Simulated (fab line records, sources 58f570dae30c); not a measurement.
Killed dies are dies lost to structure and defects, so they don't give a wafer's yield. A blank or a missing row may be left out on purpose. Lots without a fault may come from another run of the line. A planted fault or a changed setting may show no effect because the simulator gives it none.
fab line records | flow berkeley_cmos170
record lots=5 wafers=23
route steps=331 shown PLDD@146 PSD@183 SDANNEAL@205 NSD@207 SILICIDE@211 CONTACT@226 M1@245
start_h: hours from the record's first day to the start of the lot's first wafer shown | wait_h: hours since the lot's step before | " the same as in the row above | L1.1+2: a row that stands for several wafers | - no value, or no start given | * or withheld: withheld | < > ~ a bound
route shown NAME@n: a module of which the file shows steps, and the number in the route of the first | usual: mean/standard deviation of fault-free wafers | same: alike in all rows | chamber/n: place in a boat | sites: the reading at each site | _std_site: their standard deviation | _edge_site: outer sites' mean less inner sites' | radius_mm: how far each site lies from the wafer's centre | mask NAME#n: copy n | behind: the tool/chamber that last shaped the wafer | hold: why the lot was held/for how many hours/how that ended | device: the transistor (n, p or np) that didn't switch | end of line: the same wafers' tests at the end of the route | a step without rows: its recipe alone | killed: dies lost to structure and defects at the first sort, not the wafer's yield | map: a wafer's dies, x killed, . not, _ none there
set.NAME: the setting as run; set.NAME@STEP: as run at that earlier step | model.NAME: the simulator's own value behind a step, which no gauge read
lots whose settings were changed on purpose; a table a step, a row a wafer
## steps
# step UCB170_PLDD_COAT_01
# recipe resist=KrF spin_rpm=1500 resist_thk_nm=900
# columns lot.wafer tool chamber start_h wait_h set.resist_thk_nm model.KrF_of_PLDD_COAT_01.thk_nm
L075.1 litho_track-03 0 155.18 0.1 925.2 926.9
L075.2 " 0 " " 925.2 923.1
L075.3 " 0 " " 925.2 924.8
L075.5 " 0 " " 900 898.2
L075.6 " 0 " " 900 898.1
L076.2 litho_track-01 0 155.61 0.1 900 898.4
L076.4 " 0 " " 900 898.5
L076.5 " 0 " " 900 897.6
L078.1 litho_track-03 0 168.65 0.1 900 900.1
L078.2 " 0 " " 920.5 924.2
L078.3 " 0 " " 900 902.8
L078.5 " 0 " " 920.5 922.6
L078.6 " 0 " " 900 900.4
L077.1 litho_track-01 0 168.88 0.1 861.4 857.5
L077.2 " 0 " " 861.4 859.1
L077.3 " 0 " " 900 896.2
L077.4 " 0 " " 861.4 855.2
L077.6 " 0 " " 900 895.9
L083.1 litho_track-03 0 195.11 0.1 922.9 920.2
L083.2 " 0 " " 900 897.2
L083.4 " 0 " " 900 896.4
L083.5 " 0 " " 922.9 921.9
L083.6 " 0 " " 900 895.9
# step UCB170_PSD_IMPLANT_08
# recipe species=B dose_cm2=3e+15 energy_kev=20 tilt_deg=7
# columns lot.wafer tool chamber start_h wait_h set.energy_kev model.implant.rp_nm model.implant.drp_nm
L075.1+5+6 implanter-02 0 165.36 0.0 19.52 63.86 27.86
L075.2+3 " 0 " " 20 65.41 28.34
L076.2+4+5 implanter-03 0 165.51 0.0 20 69.21 28.34
L077.1+3 implanter-04 0 180.30 0.0 19.33 65.14 27.67
L077.2+4+6 " 0 " " 20 67.37 28.34
L078.1+2+3+5+6 implanter-04 0 180.66 0.0 20 64.66 28.34
L083.1+5+6 implanter-04 0 207.85 0.0 19.26 63.02 27.6
L083.2+4 " 0 " " 20 65.41 28.34
# step UCB170_PSD_STRIP_09
# recipe chemistry=O2 power_w=400 pressure_mtorr=3500 platen_temp_c=withheld o2_flow_sccm=400 overash_fraction=0.5
# usual strip_time_to_endpoint_s=29.40/0.079
# columns lot.wafer tool chamber start_h wait_h set.energy_kev@PSD_IMPLANT_08 strip_time_to_endpoint_s
L075.1 plasma_asher-01 0 165.51 0.1 19.52 29.14
L075.2 " 1 " " 20 29.35
L075.3 " 1 " " 20 29.33
L075.5 " 0 " " 19.52 29.15
L075.6 " 1 " " 19.52 29.14
L076.2 plasma_asher-02 0 165.63 0.1 20 29.28
L076.4 " 0 " " 20 29.28
L076.5 " 1 " " 20 29.40
L077.1 plasma_asher-01 1 180.45 0.1 19.33 29.07
L077.2 " 0 " " 20 29.41
L077.3 " 0 " " 19.33 29.09
L077.4 " 1 " " 20 29.44
L077.6 " 1 " " 20 29.34
L078.1 plasma_asher-02 1 180.81 0.1 20 29.37
L078.2 " 0 " " 20 29.47
L078.3 " 0 " " 20 29.48
L078.5 " 0 " " 20 29.43
L078.6 " 1 " " 20 29.50
L083.1 plasma_asher-03 0 208.00 0.1 19.26 29.18
L083.2 " 1 " " 20 29.53
L083.4 " 0 " " 20 29.44
L083.5 " 1 " " 19.26 29.10
L083.6 " 0 " " 19.26 29.18
# step UCB170_SDANNEAL_RTA_01
# recipe temp_c=1050 time_s=5 ambient=N2
# columns lot.wafer tool chamber start_h wait_h set.time_s
L075.1+3 rtp_anneal-02 0 169.74 0.1 5
L075.2+5+6 " 0 " " 5.331
L076.2+4+5 rtp_anneal-01 0 169.92 0.1 5
L077.1+2+3+4+6 rtp_anneal-02 0 184.78 0.1 5
L078.1+2+3 rtp_anneal-01 0 184.92 0.1 4.362
L078.5+6 " 0 " " 5
L083.1+4+6 rtp_anneal-02 0 210.61 0.1 5
L083.2+5 " 0 " " 4.616
# step UCB170_SDANNEAL_RS_MEAS_02
# recipe thk_meas_gauge=four-point-probe
# usual PSD_RS=75.52/0.28
# columns lot.wafer tool chamber start_h wait_h set.time_s@SDANNEAL_RTA_01 PSD_RS[ohm/sq]
L075.1 film_metro-04 - 169.80 0.0 5 76.12
L075.2 " - " " 5.331 74.77
L075.3 " - " " 5 75.89
L075.5 " - " " 5.331 74.70
L075.6 " - " " 5.331 75.29
L076.2 film_metro-02 - 169.99 0.1 5 75.82
L076.4 " - " " 5 75.81
L076.5 " - " " 5 75.48
L077.1 film_metro-04 - 184.84 0.0 5 75.87
L077.2 " - " " 5 75.24
L077.3 " - " " 5 75.93
L077.4 " - " " 5 75.74
L077.6 " - " " 5 75.78
L078.1 film_metro-02 - 184.98 0.0 4.362 78.21
L078.2 " - " " 4.362 77.75
L078.3 " - " " 4.362 78.13
L078.5 " - " " 5 75.55
L078.6 " - " " 5 75.58
L083.1 film_metro-03 - 210.66 0.0 5 75.76
L083.2 " - " " 4.616 76.66
L083.4 " - " " 5 75.45
L083.5 " - " " 4.616 77.05
L083.6 " - " " 5 75.62
# step UCB170_SDANNEAL_RS_MEAS_03
# recipe thk_meas_gauge=four-point-probe
# usual NSD_RS=37.25/0.064
# columns lot.wafer tool chamber start_h wait_h set.time_s@SDANNEAL_RTA_01 NSD_RS[ohm/sq]
L075.1 film_metro-04 - 169.92 0.1 5 37.21
L075.2 " - " " 5.331 36.98
L075.3 " - " " 5 37.17
L075.5 " - " " 5.331 36.95
L075.6 " - " " 5.331 37.00
L076.2 film_metro-02 - 170.11 0.1 5 37.30
L076.4 " - " " 5 37.21
L076.5 " - " " 5 37.23
L077.1 film_metro-04 - 184.96 0.1 5 37.25
L077.2 " - " " 5 37.23
L077.3 " - " " 5 37.17
L077.4 " - " " 5 37.21
L077.6 " - " " 5 37.31
L078.1 film_metro-02 - 185.10 0.1 4.362 37.74
L078.2 " - " " 4.362 37.75
L078.3 " - " " 4.362 37.71
L078.5 " - " " 5 37.29
L078.6 " - " " 5 37.29
L083.1 film_metro-03 - 210.78 0.1 5 37.31
L083.2 " - " " 4.616 37.61
L083.4 " - " " 5 37.25
L083.5 " - " " 4.616 37.53
L083.6 " - " " 5 37.32
# step UCB170_SILICIDE_SPUTTER_01
# recipe material=Ti target_thk_nm=30 time_s=25 power_w=1500 chamber_pressure_pa=0.5
# columns lot.wafer tool chamber start_h wait_h set.time_s model.Ti_of_SILICIDE_SPUTTER_01.thk_nm
L075.1 pvd_sputter-02 - 170.34 0.0 25 30.24
L075.2 " - " " 25 29.76
L075.3 " - " " 23.72 28.12
L075.5 " - " " 25 29.96
L075.6 " - " " 23.72 28.65
L076.2 pvd_sputter-03 - 170.52 0.0 25 29.78
L076.4 " - " " 25 29.69
L076.5 " - " " 25 29.75
L077.1 pvd_sputter-01 - 185.38 0.0 23.23 27.92
L077.2 " - " " 23.23 27.58
L077.3 " - " " 25 29.8
L077.4 " - " " 25 30.06
L077.6 " - " " 25 30.19
L078.1 pvd_sputter-03 - 185.53 0.0 25 29.58
L078.2 " - " " 21.81 26.27
L078.3 " - " " 25 29.69
L078.5 " - " " 21.81 25.81
L078.6 " - " " 21.81 26.21
L083.1 pvd_sputter-02 - 211.21 0.0 25 29.94
L083.2 " - " " 25 29.76
L083.4 " - " " 25 29.68
L083.5 " - " " 27.96 33.48
L083.6 " - " " 27.96 33.32
# step UCB170_SILICIDE_RS_MEAS_02
# recipe thk_meas_gauge=four-point-probe reads=Ti_of_SILICIDE_SPUTTER_01
# usual SILICIDE_TI_RS=26.15/0.25
# columns lot.wafer tool chamber start_h wait_h set.time_s@SILICIDE_SPUTTER_01 SILICIDE_TI_RS[ohm/sq]
L075.1 film_metro-01 - 170.37 0.0 25 25.91
L075.2 " - " " 25 26.37
L075.3 " - " " 23.72 28.14
L075.5 " - " " 25 26.18
L075.6 " - " " 23.72 27.54
L076.2 film_metro-03 - 170.57 0.0 25 26.34
L076.4 " - " " 25 26.44
L076.5 " - " " 25 26.35
L077.1 film_metro-01 - 185.41 0.0 23.23 28.40
L077.2 " - " " 23.23 28.86
L077.3 " - " " 25 26.26
L077.4 " - " " 25 26.06
L077.6 " - " " 25 25.91
L078.1 film_metro-04 - 185.56 0.0 25 26.58
L078.2 " - " " 21.81 30.56
L078.3 " - " " 25 26.47
L078.5 " - " " 21.81 31.21
L078.6 " - " " 21.81 30.66
L083.1 film_metro-01 - 211.24 0.0 25 26.17
L083.2 " - " " 25 26.33
L083.4 " - " " 25 26.44
L083.5 " - " " 27.96 22.96
L083.6 " - " " 27.96 23.04
# step UCB170_SILICIDE_THK_MEAS_03
# recipe thk_meas_gauge=xrf reads=Ti_of_SILICIDE_SPUTTER_01
# usual SILICIDE_TI_THK=30.26/0.28
# columns lot.wafer tool chamber start_h wait_h set.time_s@SILICIDE_SPUTTER_01 SILICIDE_TI_THK[nm]
L075.1 film_metro-01 - 170.49 0.1 25 30.61
L075.2 " - " " 25 30.14
L075.3 " - " " 23.72 28.50
L075.5 " - " " 25 30.36
L075.6 " - " " 23.72 29.06
L076.2 film_metro-03 - 170.68 0.1 25 29.92
L076.4 " - " " 25 30.00
L076.5 " - " " 25 30.06
L077.1 film_metro-01 - 185.53 0.1 23.23 28.17
L077.2 " - " " 23.23 27.89
L077.3 " - " " 25 30.12
L077.4 " - " " 25 30.36
L077.6 " - " " 25 30.52
L078.1 film_metro-04 - 185.68 0.1 25 29.77
L078.2 " - " " 21.81 26.37
L078.3 " - " " 25 29.83
L078.5 " - " " 21.81 25.93
L078.6 " - " " 21.81 26.20
L083.1 film_metro-01 - 211.36 0.1 25 30.16
L083.2 " - " " 25 30.14
L083.4 " - " " 25 30.07
L083.5 " - " " 27.96 33.76
L083.6 " - " " 27.96 33.74
# step UCB170_CONTACT_COAT_10
# recipe resist=KrF spin_rpm=1500 resist_thk_nm=900
# columns lot.wafer tool chamber start_h wait_h set.resist_thk_nm model.KrF_of_CONTACT_COAT_10.thk_nm
L075.1 litho_track-01 0 - - 861.5 858.9
L075.2 " 0 " " 861.5 858.6
L075.3 " 0 " " 900 897.9
L075.5 " 0 " " 900 897.3
L075.6 " 0 " " 861.5 858.8
L076.2 litho_track-04 0 - - 900 902
L076.4 " 0 " " 900 903.2
L076.5 " 0 " " 900 905.3
L077.1 litho_track-01 0 - - 900 895.3
L077.2 " 0 " " 914.5 911.2
L077.3 " 0 " " 914.5 914.5
L077.4 " 0 " " 900 899.2
L077.6 " 0 " " 914.5 912.5
L078.1 litho_track-04 0 - - 900 901.5
L078.2 " 0 " " 900 904.4
L078.3 " 0 " " 900 903.4
L078.5+6 " 0 " " 900 901.3
L083.1 litho_track-04 0 - - 900 897.2
L083.2 " 0 " " 854.9 852.7
L083.4 " 0 " " 854.9 854.4
L083.5 " 0 " " 854.9 854.1
L083.6 " 0 " " 900 900.6
# step UCB170_CONTACT_ETCH_18
# recipe chemistry=CHF3/CF4/Ar target=PSG stop_on=TiSi2 CHF3_flow_sccm=45 cf4_flow_sccm=15 Ar_flow_sccm=150 pressure_mtorr=200 rf_w=700 target_depth_a=8400 over_etch_frac=0.2 time_s=195
# columns lot.wafer tool chamber start_h wait_h set.over_etch_frac set.resist_thk_nm@CONTACT_COAT_10 model.KrF_of_CONTACT_COAT_10.thk_nm
L075.1 rie_diel-01 3 - - 0.2 861.5 652
L075.2 " 0 " " 0.2385 861.5 641.9
L075.3 " 2 " " 0.2385 900 680.8
L075.5 " 3 " " 0.2 900 689.5
L075.6 " 0 " " 0.2385 861.5 641.3
L076.2 rie_diel-04 3 - - 0.2 900 695.5
L076.4 " 0 " " 0.2 900 701.4
L076.5 " 1 " " 0.2 900 697.3
L077.1 rie_diel-04 1 - - 0.2383 900 681.5
L077.2 " 2 " " 0.2 914.5 699.6
L077.3 " 0 " " 0.2383 914.5 705.4
L077.4 " 3 " " 0.2383 900 688.2
L077.6 " 0 " " 0.2 914.5 707.6
L078.1 rie_diel-01 1 - - 0.1453 900 701.4
L078.2 " 3 " " 0.1453 900 706.6
L078.3 " 2 " " 0.2 900 692.4
L078.5 " 3 " " 0.2 900 694.6
L078.6 " 0 " " 0.2 900 693.3
L083.1 rie_diel-02 0 - - 0.2157 900 686.2
L083.2 " 3 " " 0.2157 854.9 642.4
L083.4 " 3 " " 0.2 854.9 646
L083.5 " 0 " " 0.2157 854.9 643.3
L083.6 " 2 " " 0.2 900 688.7
# step UCB170_M1_PEB_07
# recipe peb_temp_c=130 peb_time_s=withheld resist=KrF
# columns lot.wafer tool chamber start_h wait_h set.peb_temp_c
L075.1+2+3+5+6 litho_track-01 0 176.34 0.4 130
L076.2+4+5 litho_track-02 0 177.40 0.9 130
L077.1+3+6 litho_track-02 0 191.01 0.1 130
L077.2+4 " 0 " " 133.6
L078.1+5+6 litho_track-02 0 191.64 0.1 128.4
L078.2+3 " 0 " " 130
L083.1+2 litho_track-04 0 218.50 0.9 126.4
L083.4+5+6 " 0 " " 130
# step UCB170_M1_DEVELOP_08
# recipe developer=TMAH develop_time_s=45 resist=KrF dev_temp_c=21
# step UCB170_M1_CD_MEAS_09
# recipe target_cd_nm=700
# usual cd_nm=699.7/1.2
# columns lot.wafer tool chamber start_h wait_h set.peb_temp_c@M1_PEB_07 cd_nm
L075.1 cd_sem-01 - 176.67 - 130 701.2
L075.2 " - " " 130 700.1
L075.3 " - " " 130 699.9
L075.5 " - " " 130 700.7
L075.6 " - " " 130 701.5
L076.2 cd_sem-01 - 177.67 - 130 700.5
L076.4 " - " " 130 700.0
L076.5 " - " " 130 699.5
L077.1 cd_sem-01 - 191.28 - 130 701.3
L077.2 " - " " 133.6 677.1
L077.3 " - " " 130 697.8
L077.4 " - " " 133.6 679.9
L077.6 " - " " 130 699.4
L078.1 cd_sem-01 - 191.91 - 128.4 709.5
L078.2 " - " " 130 699.5
L078.3 " - " " 130 697.4
L078.5 " - " " 128.4 709.5
L078.6 " - " " 128.4 709.6
L083.1 cd_sem-01 - 218.77 - 126.4 729.3
L083.2 " - " " 126.4 728.3
L083.4 " - " " 130 700.7
L083.5 " - " " 130 702.3
L083.6 " - " " 130 701.0
# step UCB170_M1_ETCH_11
# recipe chemistry=N2/H2 target_depth_a=withheld overetch_a=withheld target=BARC time_s=withheld source_w=500 bias_w=100 pressure_mtorr=30 n2_flow_sccm=100 h2_flow_sccm=200
# columns lot.wafer tool chamber start_h wait_h set.peb_temp_c@M1_PEB_07 model.M1.cd_nm
L075.1 rie_diel-03 0 176.83 0.0 130 701.9
L075.2 " 2 " " 130 700.7
L075.3 " 1 " " 130 699.9
L075.5 " 0 " " 130 700.6
L075.6 " 1 " " 130 701.5
L076.2+4 rie_diel-03 3,2 177.80 0.0 130 700.8
L076.5 " 2 " " 130 700.5
L077.1 rie_diel-04 0 191.44 0.0 130 700.4
L077.2 " 1 " " 133.6 677.4
L077.3 " 3 " " 130 698.2
L077.4 " 2 " " 133.6 680
L077.6 " 2 " " 130 699.4
L078.1 rie_diel-01 3 192.07 0.0 128.4 709.9
L078.2 " 2 " " 130 699.9
L078.3 " 1 " " 130 697.2
L078.5 " 0 " " 128.4 709.8
L078.6 " 1 " " 128.4 709.4
L083.1 rie_diel-01 0 218.93 0.0 126.4 730.1
L083.2 " 3 " " 126.4 728.6
L083.4 " 1 " " 130 700.2
L083.5 " 2 " " 130 701.9
L083.6 " 1 " " 130 700.3
# step UCB170_M1_METAL_ETCH_12
# recipe chemistry=Cl2/BCl3 target=Al stop_on=PSG pressure_mtorr=12 target_depth_a=7800 over_etch_frac=0.3 time_s=130 icp_w=600 bias_w=115.3 Cl2_flow_sccm=90 bcl3_flow_sccm=45
# columns lot.wafer tool chamber start_h wait_h set.peb_temp_c@M1_PEB_07 model.M1.cd_nm
L075.1 rie_metal-03 1 176.87 - 130 700.8
L075.2 " 0 " " 130 701.5
L075.3 " 0 " " 130 702.5
L075.5 " 0 " " 130 701.7
L075.6 " 1 " " 130 701.3
L076.2 rie_metal-02 1 177.84 - 130 698.8
L076.4 " 1 " " 130 698
L076.5 " 1 " " 130 699.6
L077.1 rie_metal-04 1 191.48 - 130 700.1
L077.2 " 0 " " 133.6 678.2
L077.3 " 0 " " 130 699.3
L077.4 " 1 " " 133.6 679.9
L077.6 " 0 " " 130 700.2
L078.1 rie_metal-03 0 192.11 - 128.4 711
L078.2 " 1 " " 130 700.5
L078.3 " 1 " " 130 698.5
L078.5 " 1 " " 128.4 709.1
L078.6 " 0 " " 128.4 710
L083.1 rie_metal-02 0 218.97 - 126.4 730.3
L083.2 " 1 " " 126.4 729.2
L083.4 " 0 " " 130 700.9
L083.5 " 0 " " 130 700.7
L083.6 " 1 " " 130 699.9
# step UCB170_M1_STRIP_13
# recipe chemistry=O2 power_w=400 pressure_mtorr=3500 platen_temp_c=withheld o2_flow_sccm=400 overash_fraction=0.5
# step UCB170_M1_CD_MEAS_90
# recipe target_cd_nm=700
# usual cd_nm=699.9/1.5
# columns lot.wafer tool chamber start_h wait_h set.peb_temp_c@M1_PEB_07 cd_nm
L075.1 cd_sem-01 - 177.15 0.1 130 700.8
L075.2 " - " " 130 701.7
L075.3 " - " " 130 702.5
L075.5 " - " " 130 701.4
L075.6 " - " " 130 701.3
L076.2 cd_sem-02 - 178.10 0.1 130 699.0
L076.4 " - " " 130 698.1
L076.5 " - " " 130 699.6
L077.1 cd_sem-02 - 191.71 0.1 130 700.1
L077.2 " - " " 133.6 677.9
L077.3 " - " " 130 699.3
L077.4 " - " " 133.6 679.9
L077.6 " - " " 130 700.3
L078.1 cd_sem-01 - 192.34 0.1 128.4 711.2
L078.2 " - " " 130 700.8
L078.3 " - " " 130 698.5
L078.5 " - " " 128.4 709.2
L078.6 " - " " 128.4 709.8
L083.1 cd_sem-01 - 219.20 0.1 126.4 730.3
L083.2 " - " " 126.4 729.2
L083.4 " - " " 130 700.7
L083.5 " - " " 130 700.8
L083.6 " - " " 130 700.2
## key
split step=UCB170_PLDD_COAT_01 setting=resist_thk_nm stated=900 by=wafer
response step=UCB170_PLDD_COAT_01 reading=model.KrF_of_PLDD_COAT_01.thk_nm change=+9.36 per=1% r=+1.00
split step=UCB170_PSD_IMPLANT_08 setting=energy_kev stated=20 by=wafer
response step=UCB170_PSD_IMPLANT_08 reading=model.implant.rp_nm change=+0.654 per=1% r=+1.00
response step=UCB170_PSD_IMPLANT_08 reading=model.implant.drp_nm change=+0.199 per=1% r=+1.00
response step=UCB170_PSD_STRIP_09 reading=strip_time_to_endpoint_s change=* per=1% r=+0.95
split step=UCB170_SDANNEAL_RTA_01 setting=time_s stated=5 by=wafer
response step=UCB170_SDANNEAL_RS_MEAS_02 reading=PSD_RS change=-0.182 per=1% r=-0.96
response step=UCB170_SDANNEAL_RS_MEAS_03 reading=NSD_RS change=-0.0346 per=1% r=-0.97
split step=UCB170_SILICIDE_SPUTTER_01 setting=time_s stated=25 by=wafer
response step=UCB170_SILICIDE_SPUTTER_01 reading=model.Ti_of_SILICIDE_SPUTTER_01.thk_nm change=+0.295 per=1% r=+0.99
response step=UCB170_SILICIDE_RS_MEAS_02 reading=SILICIDE_TI_RS change=-0.318 per=1% r=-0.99
response step=UCB170_SILICIDE_THK_MEAS_03 reading=SILICIDE_TI_THK change=+0.3 per=1% r=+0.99
split step=UCB170_CONTACT_COAT_10 setting=resist_thk_nm stated=900 by=wafer
response step=UCB170_CONTACT_COAT_10 reading=model.KrF_of_CONTACT_COAT_10.thk_nm change=+9.08 per=1% r=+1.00
response step=UCB170_CONTACT_ETCH_18 reading=model.KrF_of_CONTACT_COAT_10.thk_nm change=+9.15 per=1% r=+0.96
split step=UCB170_CONTACT_ETCH_18 setting=over_etch_frac stated=0.2 by=wafer
response none clear
split step=UCB170_M1_PEB_07 setting=peb_temp_c stated=130 by=wafer
response step=UCB170_M1_CD_MEAS_09 reading=cd_nm change=-8.77 per=1% r=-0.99
response step=UCB170_M1_ETCH_11 reading=model.M1.cd_nm change=-8.9 per=1% r=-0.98
response step=UCB170_M1_METAL_ETCH_12 reading=model.M1.cd_nm change=-8.99 per=1% r=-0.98
response step=UCB170_M1_CD_MEAS_90 reading=cd_nm change=-9.01 per=1% r=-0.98
